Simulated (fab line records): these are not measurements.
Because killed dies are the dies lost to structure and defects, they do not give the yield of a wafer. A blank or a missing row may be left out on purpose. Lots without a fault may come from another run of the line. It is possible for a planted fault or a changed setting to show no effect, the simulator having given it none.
Which tool is to blame? / flow rit_cmos / 14 lots, 42 wafers sampled, at 3 steps of a route of 202

== WHAT THE GAUGES SHOWED, per wafer ==
RIT_NWELL_OVL_MEAS_06. Usual: for NWELL_OVL the level is 0.8 nm and the standard deviation is 1.2.
lot=L350; measured=day 2 01:34; on=overlay-01; NWELL_OVL (nm)=1.5 1.5 1.5; flag=
lot=L351; measured=day 2 07:25; on=overlay-02; NWELL_OVL (nm)=0.6 -0.2 -1.3; flag=
lot=L353; measured=day 2 17:49; on=overlay-02; NWELL_OVL (nm)=2.0 0.7 0.3; flag=
lot=L354; measured=day 2 22:08; on=overlay-01; NWELL_OVL (nm)=1.5 1.1 1.5; flag=
lot=L355; measured=day 3 02:32; on=overlay-01; NWELL_OVL (nm)=2.6 3.8 1.4; flag=
lot=L357; measured=day 3 12:30; on=overlay-01; NWELL_OVL (nm)=0.4 -0.7 0.5; flag=
lot=L358; measured=day 3 18:19; on=overlay-01; NWELL_OVL (nm)=-0.2 -1.6 -2.2; flag=
lot=L360; measured=day 4 03:32; on=overlay-01; NWELL_OVL (nm)=1.0 2.9 1.2; flag=
lot=L361; measured=day 4 08:26; on=overlay-01; NWELL_OVL (nm)=3.3 1.9 3.5; flag=
lot=L365; measured=day 5 04:16; on=overlay-01; NWELL_OVL (nm)=-1.1 0.2 0.2; flag=
lot=L366; measured=day 5 09:32; on=overlay-02; NWELL_OVL (nm)=-0.3 0.6 0.5; flag=
lot=L367; measured=day 5 14:52; on=overlay-02; NWELL_OVL (nm)=1.3 -0.7 1.1; flag=
lot=L370; measured=day 6 05:21; on=overlay-02; NWELL_OVL (nm)=-0.2 -1.0 -0.5; flag=
lot=L371; measured=day 6 10:54; on=overlay-01; NWELL_OVL (nm)=-0.7 0.8 1.0; flag=

RIT_M1_THK_MEAS_02: measures by xrf. Usual: for M1_AL_THK the level is 403 nm and the standard deviation is 5.4.
lot=L350; measured=day 3 11:36; on=film_metro-04; M1_AL_THK (nm)=407 410 405; flag=
lot=L351; measured=day 3 18:16; on=film_metro-02; M1_AL_THK (nm)=396 400 397; flag=
lot=L353; measured=day 4 03:22; on=film_metro-02; M1_AL_THK (nm)=401 398 400; flag=
lot=L354; measured=day 4 07:05; on=film_metro-04; M1_AL_THK (nm)=412 410 414; flag=
lot=L355; measured=day 4 11:14; on=film_metro-04; M1_AL_THK (nm)=413 411 411; flag=
lot=L357; measured=day 4 22:05; on=film_metro-04; M1_AL_THK (nm)=405 402 409; flag=
lot=L358; measured=day 5 03:29; on=film_metro-03; M1_AL_THK (nm)=407 403 409; flag=
lot=L360; measured=day 5 13:19; on=film_metro-02; M1_AL_THK (nm)=400 392 393; flag=
lot=L361; measured=day 5 16:39; on=film_metro-03; M1_AL_THK (nm)=404 406 402; flag=
lot=L365; measured=day 6 12:50; on=film_metro-04; M1_AL_THK (nm)=406 409 404; flag=
lot=L366; measured=day 6 18:43; on=film_metro-04; M1_AL_THK (nm)=413 407 402; flag=
lot=L367; measured=day 6 23:26; on=film_metro-04; M1_AL_THK (nm)=398 402 396; flag=
lot=L370; measured=day 7 14:46; on=film_metro-03; M1_AL_THK (nm)=399 398 395; flag=
lot=L371; measured=day 7 18:48; on=film_metro-03; M1_AL_THK (nm)=398 401 397; flag=

RIT_M1_OVL_MEAS_10. Usual: for M1_OVL the level is 0.0 nm and the standard deviation is 1.1.
lot=L350; measured=day 3 12:44; on=overlay-01; M1_OVL (nm)=-0.5 -1.5 1.3; flag=
lot=L351; measured=day 3 19:28; on=overlay-01; M1_OVL (nm)=-0.4 -0.7 -0.4; flag=
lot=L353; measured=day 4 04:25; on=overlay-02; M1_OVL (nm)=0.2 -2.1 -1.6; flag=
lot=L354; measured=day 4 08:17; on=overlay-02; M1_OVL (nm)=-0.2 -0.3 -0.3; flag=
lot=L355; measured=day 4 12:25; on=overlay-02; M1_OVL (nm)=-0.1 0.6 -0.5; flag=
lot=L357; measured=day 4 23:08; on=overlay-01; M1_OVL (nm)=-1.2 0.2 0.1; flag=
lot=L358; measured=day 5 04:41; on=overlay-02; M1_OVL (nm)=-0.7 0.8 -0.8; flag=
lot=L360; measured=day 5 14:23; on=overlay-02; M1_OVL (nm)=0.8 -0.4 0.5; flag=
lot=L361; measured=day 5 17:43; on=overlay-01; M1_OVL (nm)=0.1 1.4 1.5; flag=
lot=L365; measured=day 6 13:53; on=overlay-01; M1_OVL (nm)=-0.4 -0.9 0.8; flag=
lot=L366; measured=day 6 19:46; on=overlay-02; M1_OVL (nm)=2.4 1.6 2.2; flag=
lot=L367; measured=day 7 00:30; on=overlay-02; M1_OVL (nm)=2.9 1.8 2.2; flag=
lot=L370; measured=day 7 15:49; on=overlay-02; M1_OVL (nm)=-0.1 0.6 -0.6; flag=
lot=L371; measured=day 7 19:59; on=overlay-02; M1_OVL (nm)=0.2 0.0 -0.1; flag=

== EACH LOT AND THE TOOL THAT RAN IT (in order: tool; ch and the chambers of the sampled wafers; start) ==
The record holds no process step before these readings.

== WHAT THE TOOLS THEMSELVES READ (means of the sampled wafers that have a number; where no wafer has one, the mark that the record gives instead) ==
The record holds no such reading with a usual standard deviation.

== THE ANSWER, worked out from the rows above alone ==
Rule: a lot is off if the mean of its wafers that have a number lies more than 3 standard deviations from the usual mean. A lot without any number at a reading at which 4 lots or more have one is off too. Any other lot the step has rows for is counted as sound. After the gauges, taken in route order, come the tools' own readings; for these a lot's mean is taken, as printed above. The first step at which some lot is off is used, and at that step the reading that is off furthest; a lot without a number counts as furthest.
Nothing can be told from this: no lot is off at any reading shown.

== WHAT THE SIMULATOR PUT IN ==
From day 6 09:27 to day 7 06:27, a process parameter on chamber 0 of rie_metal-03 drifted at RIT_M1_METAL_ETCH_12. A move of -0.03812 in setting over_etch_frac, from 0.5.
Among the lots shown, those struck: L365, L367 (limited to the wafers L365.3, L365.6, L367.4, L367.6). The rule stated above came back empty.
